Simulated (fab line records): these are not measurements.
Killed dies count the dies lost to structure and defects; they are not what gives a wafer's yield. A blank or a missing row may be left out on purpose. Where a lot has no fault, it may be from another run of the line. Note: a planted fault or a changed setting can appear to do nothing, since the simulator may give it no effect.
fab line records	flow berkeley-cmos170
record lots=6	wafers=18	last-day=12
route steps=331 shown ACTIVE@74 PFIELD@79 FIELD@89
lots that met no fault: from a run of the same line without faults
start-h: start of the lot's first displayed wafer, in hours after the record's first day	wait-h: hours from the lot's prior step to this one	" identical to the entry in the row above	L1.1+2: one row covering several wafers at once	- no value, or no start given	* or withheld: withheld	< > ~ a bound
route shown NAME@n: a module of which the file shows steps, and the number in the route of the first	usual: mean/standard deviation taken from wafers without a fault	same: alike in all rows	chamber/n: place in a boat	sites: readings site by site	_std_site: their standard deviation	_edge_site: inner sites' mean taken away from outer sites' mean	radius-mm: for every site, how far away it sits from the centre of the wafer	mask NAME#n: copy n	behind: the last tool/chamber to shape the wafer	hold: the reason the lot was held/the length of the hold in hours/how it ended	device: whichever transistor did not switch (one of n, p or np)	end of line: the route-end tests of the same wafers	where a step has no rows: the recipe by itself	killed: dies that structure and defects cost at the first sort, which is not the same as the wafer's yield	map: shows each die of a wafer: x if killed, . if not, _ if none is there
set.NAME: the setting that was run; set.NAME@STEP: the one run at that earlier step	model.NAME: the simulator's own value behind a step, which no gauge read
a table for each step, a row for each wafer; lots at some steps of the route
services: when a tool's chamber went out of use (start-h, in hours from the record's first day, below 0 if earlier), for how many hours, and the reason
## steps
# step UCB170_ACTIVE_OVL_MEAS_14
# usual ACTIVE_OVL=-1/5.9
lot.wafer	tool	chamber	start-h	wait-h	ACTIVE_OVL[nm]
L503.1	overlay-01	-	96.50	0.1	-1
L503.3	"	-	"	"	1
L503.5	"	-	"	"	-1
L507.1	overlay-01	-	112.81	0.1	3
L507.2	"	-	"	"	-7
L507.4	"	-	"	"	0
L511.1	overlay-01	-	144.09	0.1	9
L511.4	"	-	"	"	3
L511.5	"	-	"	"	10
L514.1	overlay-02	-	161.04	0.1	12
L514.2	"	-	"	"	13
L514.6	"	-	"	"	12
L520.1	overlay-01	-	186.86	0.1	0
L520.2	"	-	"	"	-3
L520.6	"	-	"	"	2
L523.1	overlay-02	-	200.95	0.1	3
L523.3	"	-	"	"	-4
L523.5	"	-	"	"	-4
# step UCB170_ACTIVE_ETCH_15
# recipe chemistry=CH3F/Ar/O2	target=Si3N4	stop-on=SiO2	CH3F_flow_sccm=20	Ar_flow_sccm=50	O2_flow_sccm=7	pressure-mtorr=50	rf-w=450	target-depth-a=2420	over-etch-frac=0.1	time-s=151
# usual drypump-motor-current-A=5.9/0.44	oes-product-au=0.943/0.02	throttle-valve-pct=8.02/0.12
lot.wafer	tool	chamber	start-h	wait-h	drypump-motor-current-A	oes-product-au	rf-hours-counter-h	throttle-valve-pct
L503.1	rie-diel-02	0	96.54	0.0	5.7	0.907	13	8.08
L503.3	"	1	"	"	6.5	0.898	44	7.95
L503.5	"	0	"	"	5.7	0.905	-	8.08
L507.1	rie-diel-02	2	112.85	0.0	5.9	0.953	17	8.08
L507.2	"	1	"	"	6.5	0.907	45	7.96
L507.4	"	3	"	"	5.3	0.971	58	8.02
L511.1	rie-diel-01	0	144.13	0.0	6.7	0.945	104	8.13
L511.4	"	1	"	"	5.9	0.966	29	8.32
L511.5	"	2	"	"	5.8	0.914	-	8.12
L514.1	rie-diel-04	1	161.08	0.0	6.0	0.942	22	7.95
L514.2	"	2	"	"	6.5	0.920	89	7.96
L514.6	"	3	"	"	5.8	0.933	-	8.15
L520.1	rie-diel-04	0	186.90	0.0	5.2	0.955	121	7.83
L520.2	"	2	"	"	6.4	0.925	91	7.96
L520.6	"	2	"	"	6.4	0.923	-	7.97
L523.1	rie-diel-01	1	200.99	0.0	6.0	0.982	32	8.32
L523.3	"	3	"	"	5.4	0.947	65	8.13
L523.5	"	3	"	"	5.3	0.951	-	8.12
# step UCB170_ACTIVE_STRIP_16
# recipe chemistry=O2	power-w=400	pressure-mtorr=3500	platen-temp-c=withheld	o2-flow-sccm=400	overash-fraction=0.5
# usual drypump-motor-current-A=6.1/0.33	oes-product-au=0.721/0.0041	strip-time-to-endpoint-s=18.09/0.094
lot.wafer	tool	chamber	start-h	wait-h	drypump-motor-current-A	oes-product-au	rf-hours-counter-h	strip-time-to-endpoint-s
L503.1	plasma-asher-01	0	96.64	0.1	6.2	0.724	36	18.12
L503.3	"	0	"	"	6.2	0.722	-	18.00
L503.5	"	1	"	"	5.6	0.725	-	18.14
L507.1	plasma-asher-03	0	112.95	0.1	5.9	0.715	30	18.10
L507.2	"	1	"	"	6.7	0.720	30	18.14
L507.4	"	1	"	"	6.7	0.727	-	18.09
L511.1	plasma-asher-02	0	144.23	0.1	6.1	0.717	39	18.30
L511.4	"	1	"	"	6.3	0.716	-	18.14
L511.5	"	1	"	"	6.3	0.720	-	18.23
L514.1	plasma-asher-03	1	161.18	0.1	6.7	0.721	35	18.08
L514.2	"	0	"	"	5.9	0.720	35	18.05
L514.6	"	1	"	"	6.7	0.716	-	18.09
L520.1	plasma-asher-02	0	187.00	0.1	6.0	0.719	44	18.14
L520.2	"	1	"	"	6.3	0.715	44	18.06
L520.6	"	0	"	"	6.1	0.716	-	18.05
L523.1	plasma-asher-02	0	201.09	0.1	6.0	0.717	46	17.95
L523.3	"	0	"	"	6.1	0.723	-	17.99
L523.5	"	1	"	"	6.3	0.722	-	17.94
# step UCB170_ACTIVE_CD_MEAS_90
# recipe target-cd-nm=1200
# usual cd-nm=1199.9/1.8
lot.wafer	tool	chamber	start-h	wait-h	cd-nm
L503.1	cd-sem-01	-	96.74	0.1	1199.8
L503.3	"	-	"	"	1200.2
L503.5	"	-	"	"	1199.6
L507.1	cd-sem-01	-	113.05	0.1	1199.4
L507.2	"	-	"	"	1199.2
L507.4	"	-	"	"	1199.9
L511.1	cd-sem-01	-	144.46	0.2	1196.3
L511.4	"	-	"	"	1195.4
L511.5	"	-	"	"	1195.8
L514.1	cd-sem-01	-	161.28	0.1	1200.6
L514.2	"	-	"	"	1200.6
L514.6	"	-	"	"	1201.8
L520.1	cd-sem-01	-	187.32	0.3	1202.3
L520.2	"	-	"	"	1201.0
L520.6	"	-	"	"	1202.6
L523.1	cd-sem-02	-	201.19	0.1	1196.9
L523.3	"	-	"	"	1198.2
L523.5	"	-	"	"	1198.0
# step UCB170_ACTIVE_CLEAN_17
# recipe chemistry=SPM	temp-c=120	time-s=600
# step UCB170_PFIELD_HMDS_00
# recipe prime-time-s=60	prime-temp-c=100
# step UCB170_PFIELD_COAT_01
# recipe resist=KrF	spin-rpm=1500	resist-thk-nm=900
# step UCB170_PFIELD_SOFTBAKE_02
# recipe resist=KrF	temp-c=130	time-s=60
# step UCB170_PFIELD_EXPOSE_03
# recipe mask-id=PFIELD	na=0.5	sigma-outer=0.6	source-shape=conventional	target-cd-nm=1500	dose-mj=30
# step UCB170_PFIELD_PEB_04
# recipe peb-temp-c=130	peb-time-s=withheld	resist=KrF
# step UCB170_PFIELD_DEVELOP_05
# recipe developer=TMAH	develop-time-s=45	resist=KrF	dev-temp-c=21
# step UCB170_PFIELD_OVL_MEAS_06
# usual PFIELD_OVL=3/6
lot.wafer	tool	chamber	start-h	wait-h	PFIELD_OVL[nm]
L503.1	overlay-02	-	98.78	-	-4
L503.3	"	-	"	"	5
L503.5	"	-	"	"	2
L507.1	overlay-01	-	114.18	-	-2
L507.2	"	-	"	"	2
L507.4	"	-	"	"	3
L511.1	overlay-02	-	145.59	-	4
L511.4	"	-	"	"	9
L511.5	"	-	"	"	5
L514.1	overlay-02	-	163.52	-	6
L514.2	"	-	"	"	-2
L514.6	"	-	"	"	0
L520.1	overlay-01	-	189.09	-	9
L520.2	"	-	"	"	3
L520.6	"	-	"	"	4
L523.1	overlay-02	-	202.72	-	10
L523.3	"	-	"	"	11
L523.5	"	-	"	"	8
# step UCB170_PFIELD_IMPLANT_07
# recipe species=B	dose-cm2=2e+13	energy-kev=80	tilt-deg=7
lot.wafer	tool	chamber	start-h	wait-h
L503.1+3+5	implanter-03	0	98.81	0.0
L507.1+2+4	implanter-01	0	114.22	0.0
L511.1+4+5	implanter-04	0	145.63	0.0
L511.1+4+5	implanter-04	0	145.95	0.3
L514.1+2+6	implanter-03	0	163.55	0.0
L520.1+2+6	implanter-01	0	189.13	0.0
L520.1+2+6	implanter-01	0	189.45	0.3
L523.1+3+5	implanter-01	0	202.76	0.0
# step UCB170_PFIELD_STRIP_08
# recipe chemistry=O2	power-w=400	pressure-mtorr=3500	platen-temp-c=withheld	o2-flow-sccm=400	overash-fraction=0.5
# usual drypump-motor-current-A=6.1/0.34	oes-product-au=0.735/0.0043	strip-time-to-endpoint-s=21.62/0.056
lot.wafer	tool	chamber	start-h	wait-h	drypump-motor-current-A	oes-product-au	rf-hours-counter-h	strip-time-to-endpoint-s
L503.1	plasma-asher-03	0	98.96	0.1	5.9	0.741	28	21.68
L503.3	"	0	"	"	5.9	0.731	-	21.73
L503.5	"	1	"	"	6.8	0.736	-	21.75
L507.1	plasma-asher-02	1	114.37	0.1	6.3	0.737	36	21.64
L507.2	"	0	"	"	6.1	0.728	36	21.63
L507.4	"	1	"	"	6.3	0.742	-	21.61
L511.1	plasma-asher-03	0	146.10	0.1	5.9	0.739	34	21.64
L511.4	"	1	"	"	6.7	0.731	-	21.68
L511.5	"	0	"	"	5.9	0.731	-	21.61
L514.1	plasma-asher-03	1	163.70	0.1	6.7	0.740	36	21.55
L514.2	"	0	"	"	5.9	0.728	36	21.48
L514.6	"	0	"	"	5.9	0.738	-	21.52
L520.1	plasma-asher-03	0	189.60	0.1	5.9	0.738	38	21.61
L520.2	"	1	"	"	6.7	0.728	38	21.63
L520.6	"	0	"	"	5.9	0.736	-	21.63
L523.1	plasma-asher-04	0	202.91	0.1	5.8	0.737	52	21.72
L523.3	"	0	"	"	5.8	0.728	-	21.72
L523.5	"	0	"	"	5.8	0.738	-	21.59
# step UCB170_PFIELD_TW_MEAS_09
# usual PFIELD_TW=598/5.1
lot.wafer	tool	chamber	start-h	wait-h	PFIELD_TW
L503.1	film-metro-04	-	99.06	0.1	601
L503.3	"	-	"	"	601
L503.5	"	-	"	"	603
L507.1	film-metro-02	-	114.47	0.1	599
L507.2	"	-	"	"	598
L507.4	"	-	"	"	598
L511.1	film-metro-02	-	146.20	0.1	744
L511.4	"	-	"	"	749
L511.5	"	-	"	"	747
L511.1	film-metro-02	-	146.42	0.2	748
L511.4	"	-	"	"	750
L511.5	"	-	"	"	747
L514.1	film-metro-02	-	163.80	0.1	602
L514.2	"	-	"	"	599
L514.6	"	-	"	"	598
L520.1	film-metro-02	-	189.70	0.1	741
L520.2	"	-	"	"	744
L520.6	"	-	"	"	744
L520.1	film-metro-02	-	189.92	0.2	743
L520.2	"	-	"	"	744
L520.6	"	-	"	"	744
L523.1	film-metro-01	-	203.01	0.1	593
L523.3	"	-	"	"	598
L523.5	"	-	"	"	593
# step UCB170_FIELD_CLEAN_00
# recipe chemistry=dHF	dilution=25:1	time-s=7.5
## services
tool	chamber	start-h	hours	kind
rie-diel-02	3	84.49	12.0	repair
rie-diel-04	-	91.58	0.8	repair
plasma-asher-01	-	108.83	9.0	pm
plasma-asher-01	0	108.83	9.0	vent-cycle
plasma-asher-01	1	108.83	9.0	vent-cycle
plasma-asher-01	0	117.83	-	clean
plasma-asher-01	1	117.83	-	clean
rie-diel-04	0	119.94	7.6	repair
rie-diel-02	3	126.79	4.6	repair
implanter-04	-	134.19	3.6	repair
plasma-asher-04	-	136.13	3.3	repair
rie-diel-02	-	136.51	15.6	pm
plasma-asher-01	-	137.47	6.2	repair
rie-diel-04	0	155.59	3.3	repair
rie-diel-04	3	178.64	18.2	repair
rie-diel-01	2	183.93	-	clean
rie-diel-01	2	183.93	12.9	scheduled-down
rie-diel-01	2	183.93	12.9	vent-cycle
plasma-asher-03	-	200.49	3.8	repair
## key
first-sign step=UCB170_PFIELD_IMPLANT_07	reading=visit	direction=added
effect step=UCB170_PFIELD_TW_MEAS_09	reading=visit	direction=added
effect step=UCB170_PFIELD_TW_MEAS_09	reading=PFIELD_TW	direction=up	sigmas=29	usual=598	struck=745
met-at UCB170_PFIELD_IMPLANT_07
struck-wafers L511.1,L511.4,L511.5,L520.1,L520.2,L520.6
tester-left-out L511,L520
fault kind=repeated-step-whole	tool=implanter-01,implanter-03,implanter-04	chamber=-	onset-h=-	steps=UCB170_PFIELD_IMPLANT_07	times=1	scope=struck-lots-only
# tester-left-out: of these lots the tester's yield and bins aren't shown, on N5 and GAA mostly nor the transistor test; their killed dies are dies lost to structure and defects alone, not to doping, threshold or leakage, so they don't give the yield
